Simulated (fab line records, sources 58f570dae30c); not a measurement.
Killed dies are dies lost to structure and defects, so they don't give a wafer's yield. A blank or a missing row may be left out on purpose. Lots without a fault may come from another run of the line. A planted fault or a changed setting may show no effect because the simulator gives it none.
Chamber matching | flow berkeley_cmos170 | UCB170_V1_CMP_02 on cmp-02: 4 sister chambers
The step polishes SiO2. 14 wafers are shown with their chamber, then 7 later ones without.

WAFERS WITH THEIR CHAMBER
wafer  | chamber | motor_current_A (A)
L426.3 | 0       | 20.9
L426.5 | 1       | 17.9
L426.6 | 0       | 20.6
L431.1 | 3       | 14.6
L431.3 | 2       | 16.2
L431.4 | 0       | 19.9
L430.1 | 1       | 17.7
L430.5 | 0       | 20.5
L430.6 | 1       | 16.8
L432.4 | 3       | 14.4
L432.5 | 1       | 17.1
L432.6 | 2       | 16.5
L434.2 | 3       | 14.3
L434.5 | 1       | 16.1

SIGNATURES (means of the wafers above)
reading         | chamber 0 | chamber 1 | chamber 2 | chamber 3 | scatter within a chamber
motor_current_A | 20.475    | 17.120    | 16.350    | 14.433    | 0.52
Rule: a wafer's distance from a chamber is the root of the sum, over the readings, of the square of ((its reading less the chamber's mean) divided by the reading's scatter). The wafer belongs to the nearest chamber; if the next one is less than 2 further off, it can't be placed. The scatter: the root of (the sum of the squares of (reading less its chamber's mean) over the shown wafers, divided by (wafers less chambers)).

WAFERS WITHOUT THEIR CHAMBER
wafer  | motor_current_A (A)
L434.6 | 20.2
L444.2 | 22.0
L444.3 | 14.6
L444.4 | 17.1
L445.2 | 19.6
L445.4 | 14.2
L445.5 | 15.3

WHICH CHAMBER EACH WENT THROUGH
wafer  | from the rows above          | in truth
L434.6 | 0                            | 0
L444.2 | 0                            | 0
L444.3 | 3                            | 3
L444.4 | can't be placed: 1 or 2      | 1
L445.2 | 0                            | 0
L445.4 | 3                            | 3
L445.5 | can't be placed: 3 or 2 or 1 | 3
Placed correctly: 5 of 7. Can't be placed from these rows: 2 (the true chamber is among the candidates in 2). Placed wrongly: 0.
